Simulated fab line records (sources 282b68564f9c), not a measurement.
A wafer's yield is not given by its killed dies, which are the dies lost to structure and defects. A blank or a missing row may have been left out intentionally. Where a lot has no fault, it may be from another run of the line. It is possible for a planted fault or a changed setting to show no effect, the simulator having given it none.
What tool caused it? || flow rit_cmos || 14 lots, 42 wafers sampled, at 2 steps of a route of 202

WHAT THE GAUGES READ, wafer by wafer
RIT_SILICIDE_RS_MEAS_02: the measuring method here is four-point-probe. Usual: SILICIDE_TI_RS typically reads 48.0 ohm/sq, with standard deviation 0.69.
{"lot": "L220", "measured": "day 3 07:10", "on": "film_metro-03", "SILICIDE_TI_RS (ohm/sq)": "48.2 48.6 48.2", "flag": ""}
{"lot": "L221", "measured": "day 3 12:42", "on": "film_metro-02", "SILICIDE_TI_RS (ohm/sq)": "47.3 47.7 47.0", "flag": ""}
{"lot": "L222", "measured": "day 3 17:43", "on": "film_metro-01", "SILICIDE_TI_RS (ohm/sq)": "48.3 48.0 47.9", "flag": ""}
{"lot": "L223", "measured": "day 3 23:43", "on": "film_metro-01", "SILICIDE_TI_RS (ohm/sq)": "47.4 47.6 47.1", "flag": ""}
{"lot": "L225", "measured": "day 4 09:07", "on": "film_metro-03", "SILICIDE_TI_RS (ohm/sq)": "48.2 48.4 48.7", "flag": ""}
{"lot": "L226", "measured": "day 4 13:52", "on": "film_metro-02", "SILICIDE_TI_RS (ohm/sq)": "47.9 47.5 47.5", "flag": ""}
{"lot": "L228", "measured": "day 5 00:25", "on": "film_metro-01", "SILICIDE_TI_RS (ohm/sq)": "48.2 48.4 48.9", "flag": ""}
{"lot": "L230", "measured": "day 5 10:23", "on": "film_metro-02", "SILICIDE_TI_RS (ohm/sq)": "48.0 48.2 47.8", "flag": ""}
{"lot": "L231", "measured": "day 5 14:08", "on": "film_metro-03", "SILICIDE_TI_RS (ohm/sq)": "50.0 49.5 49.1", "flag": ""}
{"lot": "L235", "measured": "day 6 11:04", "on": "film_metro-01", "SILICIDE_TI_RS (ohm/sq)": "38.4 48.3 48.2", "flag": "OFF"}
{"lot": "L236", "measured": "day 6 17:47", "on": "film_metro-03", "SILICIDE_TI_RS (ohm/sq)": "47.6 47.7 47.5", "flag": ""}
{"lot": "L237", "measured": "day 6 21:20", "on": "film_metro-02", "SILICIDE_TI_RS (ohm/sq)": "38.0 47.8 48.0", "flag": "OFF"}
{"lot": "L238", "measured": "day 7 00:38", "on": "film_metro-03", "SILICIDE_TI_RS (ohm/sq)": "48.4 48.1 48.1", "flag": ""}
{"lot": "L242", "measured": "day 7 22:11", "on": "film_metro-02", "SILICIDE_TI_RS (ohm/sq)": "47.8 48.5 47.6", "flag": ""}

EACH LOT AND THE TOOL THAT RAN IT (in order: tool; ch and the chambers of the sampled wafers; start)
{"lot": "L220", "RIT_SILICIDE_SPUTTER_01": "pvd_sputter-02, day 3 06:59"}
{"lot": "L221", "RIT_SILICIDE_SPUTTER_01": "pvd_sputter-03, day 3 12:33"}
{"lot": "L222", "RIT_SILICIDE_SPUTTER_01": "pvd_sputter-02, day 3 17:34"}
{"lot": "L223", "RIT_SILICIDE_SPUTTER_01": "pvd_sputter-03, day 3 23:34"}
{"lot": "L225", "RIT_SILICIDE_SPUTTER_01": "pvd_sputter-03, day 4 08:56"}
{"lot": "L226", "RIT_SILICIDE_SPUTTER_01": "pvd_sputter-02, day 4 13:43"}
{"lot": "L228", "RIT_SILICIDE_SPUTTER_01": "pvd_sputter-02, day 5 00:15"}
{"lot": "L230", "RIT_SILICIDE_SPUTTER_01": "pvd_sputter-02, day 5 10:13"}
{"lot": "L231", "RIT_SILICIDE_SPUTTER_01": "pvd_sputter-04, day 5 13:59"}
{"lot": "L235", "RIT_SILICIDE_SPUTTER_01": "pvd_sputter-04, day 6 10:55"}
{"lot": "L236", "RIT_SILICIDE_SPUTTER_01": "pvd_sputter-02, day 6 17:37"}
{"lot": "L237", "RIT_SILICIDE_SPUTTER_01": "pvd_sputter-04, day 6 21:10"}
{"lot": "L238", "RIT_SILICIDE_SPUTTER_01": "pvd_sputter-02, day 7 00:26"}
{"lot": "L242", "RIT_SILICIDE_SPUTTER_01": "pvd_sputter-02, day 7 22:00"}
- RIT_SILICIDE_SPUTTER_01: material Ti, target thk 30 nm, time 240 s.

WHAT THE TOOLS THEMSELVES READ (means of the sampled wafers that have a number; where no wafer has one, the mark that the record gives instead)
RIT_SILICIDE_SPUTTER_01. Usual: chamber_pressure_pa 0.6670 Pa, standard deviation 0.0013; throttle_valve_pct 30.1 %, standard deviation 0.79.
{"lot": "L220", "tool": "pvd_sputter-02", "chamber_pressure_pa (Pa)": 0.6663, "throttle_valve_pct (%)": 30.5, "flag": ""}
{"lot": "L221", "tool": "pvd_sputter-03", "chamber_pressure_pa (Pa)": 0.6667, "throttle_valve_pct (%)": 29.6, "flag": ""}
{"lot": "L222", "tool": "pvd_sputter-02", "chamber_pressure_pa (Pa)": 0.6670, "throttle_valve_pct (%)": 30.4, "flag": ""}
{"lot": "L223", "tool": "pvd_sputter-03", "chamber_pressure_pa (Pa)": 0.6673, "throttle_valve_pct (%)": 30.6, "flag": ""}
{"lot": "L225", "tool": "pvd_sputter-03", "chamber_pressure_pa (Pa)": 0.6674, "throttle_valve_pct (%)": 30.4, "flag": ""}
{"lot": "L226", "tool": "pvd_sputter-02", "chamber_pressure_pa (Pa)": 0.6664, "throttle_valve_pct (%)": 30.3, "flag": ""}
{"lot": "L228", "tool": "pvd_sputter-02", "chamber_pressure_pa (Pa)": 0.6687, "throttle_valve_pct (%)": 29.9, "flag": ""}
{"lot": "L230", "tool": "pvd_sputter-02", "chamber_pressure_pa (Pa)": 0.6665, "throttle_valve_pct (%)": 30.4, "flag": ""}
{"lot": "L231", "tool": "pvd_sputter-04", "chamber_pressure_pa (Pa)": 0.6668, "throttle_valve_pct (%)": 30.1, "flag": ""}
{"lot": "L235", "tool": "pvd_sputter-04", "chamber_pressure_pa (Pa)": 0.6432, "throttle_valve_pct (%)": 30.7, "flag": "OFF"}
{"lot": "L236", "tool": "pvd_sputter-02", "chamber_pressure_pa (Pa)": 0.6664, "throttle_valve_pct (%)": 30.9, "flag": ""}
{"lot": "L237", "tool": "pvd_sputter-04", "chamber_pressure_pa (Pa)": 0.6432, "throttle_valve_pct (%)": 30.8, "flag": "OFF"}
{"lot": "L238", "tool": "pvd_sputter-02", "chamber_pressure_pa (Pa)": 0.6659, "throttle_valve_pct (%)": 31.3, "flag": ""}
{"lot": "L242", "tool": "pvd_sputter-02", "chamber_pressure_pa (Pa)": 0.6680, "throttle_valve_pct (%)": 29.8, "flag": ""}

THE ANSWER, worked out from the rows above alone
Rule: a lot is off if the mean of its wafers that have a number lies more than 3 standard deviations from the usual mean. Also off: a lot with no number at a reading for which 4 or more lots have one. Any other lot the step has rows for is counted as sound. First the gauges in route order, then the tools' own readings, where a lot's mean is used as printed above. The first step at which some lot is off is used, and at that step the reading that is off furthest; a lot without a number counts as furthest.
Off: L235, L237, at RIT_SILICIDE_RS_MEAS_02 (SILICIDE_TI_RS).
If a tool, at a process step before that reading, ran all the lots that are off and no sound lot after the first of them, it fits. Not tried: the gauges at RIT_SILICIDE_RS_MEAS_02; whatever is off there is also off at RIT_SILICIDE_SPUTTER_01, on other tools, and gauge error can't account for it. One fits: pvd_sputter-04 at RIT_SILICIDE_SPUTTER_01. A fault onset in the window from L231 (day 5 13:59, its last sound lot) to L235 (day 6 10:55, its first lot off) fits.
The tool's own readings at RIT_SILICIDE_SPUTTER_01 bear it out: on the lots that are off they differ by more than 5 times the standard deviation of the sound lots' means. chamber_pressure_pa reads 0.6432 Pa there against 0.6670 Pa on the sound lots.

WHAT THE SIMULATOR PUT IN
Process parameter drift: pvd_sputter-04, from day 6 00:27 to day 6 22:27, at RIT_SILICIDE_SPUTTER_01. The setting chamber_pressure_pa was moved by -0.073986, starting from 0.667. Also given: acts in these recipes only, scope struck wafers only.
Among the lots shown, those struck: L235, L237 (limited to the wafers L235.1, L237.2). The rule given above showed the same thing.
